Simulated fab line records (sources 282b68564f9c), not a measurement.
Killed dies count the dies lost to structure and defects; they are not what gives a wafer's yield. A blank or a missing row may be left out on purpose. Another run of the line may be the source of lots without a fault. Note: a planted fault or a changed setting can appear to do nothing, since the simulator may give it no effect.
Which tool did it? ; flow rit-cmos ; 42 wafers from 14 lots sampled at 2 of the route's 202 steps

## WHAT THE GAUGES READ, wafer by wafer
The record holds no reading of a measuring or inspecting step that can be judged against a usual standard deviation.

## EACH LOT AND THE TOOL THAT RAN IT (in order: tool; ch and the chambers of the sampled wafers; start)
lot;RIT_GATE_ETCH_19;RIT_M1_PROBE_99
L762;rie-si-02 ch 0,3, day 2 23:05;-
L764;rie-si-02 ch 0,2, day 3 10:23;-
L765;rie-si-01 ch 0,1,3, day 3 12:18;-
L768;rie-si-02 ch 0,2, day 4 07:23;-
L769;rie-si-01 ch 2,3, day 4 15:52;-
L770;rie-si-02 ch 1,2, day 4 19:40;-
L771;rie-si-01 ch 0,1,2, day 4 21:08;-
L772;rie-si-02 ch 0,2, day 5 07:04;-
L775;rie-si-01 ch 0,1,2, day 5 16:16;-
L776;rie-si-02 ch 0,1, day 5 18:55;-
L778;rie-si-02 ch 0,2,3, day 6 07:41;-
L782;rie-si-02 ch 0,2,3, day 7 06:02;-
L783;rie-si-01 ch 0,1,3, day 7 09:18;-
L784;rie-si-02 ch 0,1,2, day 7 18:37;prober-02, day 8 20:47
- RIT_GATE_ETCH_19: etches poly-Si in SF6/CHF3/O2, stops on SiO2, time 165 s, target depth 312.5 nm.
- RIT_M1_PROBE_99

## WHAT THE TOOLS THEMSELVES READ (means of the sampled wafers that have a number; where no wafer has one, the mark that the record gives instead)
RIT_GATE_ETCH_19. Usual: chamber-pressure-mTorr 40.00 mTorr, standard deviation 0.039; drypump-motor-current-A 5.9 A, standard deviation 0.42; he-backside-leak-sccm 2.6 sccm, standard deviation 0.3; oes-product-au 0.840 a.u., standard deviation 0.011; rf-fwd-power-W 159.3 W, standard deviation 0.49; throttle-valve-pct 10.28 %, standard deviation 0.14.
lot;tool;chamber-pressure-mTorr (mTorr);drypump-motor-current-A (A);he-backside-leak-sccm (sccm);oes-product-au (a.u.);rf-fwd-power-W (W);throttle-valve-pct (%);flag
L762;rie-si-02;40.03;5.9;2.7;0.844;159.8;10.19;
L764;rie-si-02;39.99;6.0;2.6;0.850;159.4;10.19;
L765;rie-si-01;39.96;5.5;2.7;0.841;158.9;10.37;
L768;rie-si-02;39.97;6.0;2.5;0.852;159.1;10.19;
L769;rie-si-01;40.00;5.6;3.1;0.843;159.4;10.34;
L770;rie-si-02;40.02;6.2;2.5;0.825;159.1;10.28;
L771;rie-si-01;40.00;5.9;2.5;0.839;159.2;10.29;
L772;rie-si-02;39.98;6.0;2.5;0.845;159.6;10.19;
L775;rie-si-01;39.99;6.0;2.6;0.845;159.1;10.29;
L776;rie-si-02;39.97;5.8;2.7;0.840;159.3;10.31;
L778;rie-si-02;39.96;6.0;2.6;0.840;159.5;10.21;
L782;rie-si-02;39.98;6.1;2.5;0.840;185.0;10.21;OFF
L783;rie-si-01;39.99;5.4;2.7;0.835;159.2;10.38;
L784;rie-si-02;39.99;6.0;2.5;0.836;185.0;10.27;OFF

RIT_M1_PROBE_99. Usual: killed_at_M0_to_M3 0.0, standard deviation 0.12; killed-at-contacts 0.1, standard deviation 0.23; killed-at-front-end 6, standard deviation 3.1; killed-dies 6, standard deviation 3.1; killed-open 3.2, standard deviation 1.9; killed-short 3.2, standard deviation 2.1.
lot;tool;killed_at_M0_to_M3;killed-at-contacts;killed-at-front-end;killed-dies;killed-open;killed-short;flag
L784;prober-02;0.0;0.0;5;5;2.7;2.0;

## THE ANSWER, worked out from the rows above alone
Rule: take the mean of a lot's wafers that have a number; if it is more than 3 standard deviations from the usual mean, the lot is off. A lot without any number at a reading at which 4 lots or more have one is off too. Where the step has rows for the other lots, those lots are counted as sound. After the gauges, taken in route order, come the tools' own readings; for these a lot's mean is taken, as printed above. At the first step where some lot is off, the reading lying furthest off is the one used; lots without a number count as furthest.
Off: L782, L784 (RIT_GATE_ETCH_19, rf-fwd-power-W).
A tool fits if, at that step or a process step before it, it ran every lot that is off, and no sound lot after the first of them. One fits: rie-si-02 at RIT_GATE_ETCH_19. Its last sound lot is L778 (day 6 07:41), its first lot that is off L782 (day 7 06:02): a fault that began between those two fits.
On the lots that are off, the tool's own readings at RIT_GATE_ETCH_19 differ by more than 5 times the standard deviation of the sound lots' means, which bears it out; rf-fwd-power-W reads 185.0 W there versus 159.3 W on the sound lots.

## WHAT THE SIMULATOR HAD PUT IN
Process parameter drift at RIT_GATE_ETCH_19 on rie-si-02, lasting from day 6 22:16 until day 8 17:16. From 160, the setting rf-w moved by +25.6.
Struck lots among those shown: L782, L784. The same result came from the rule above.
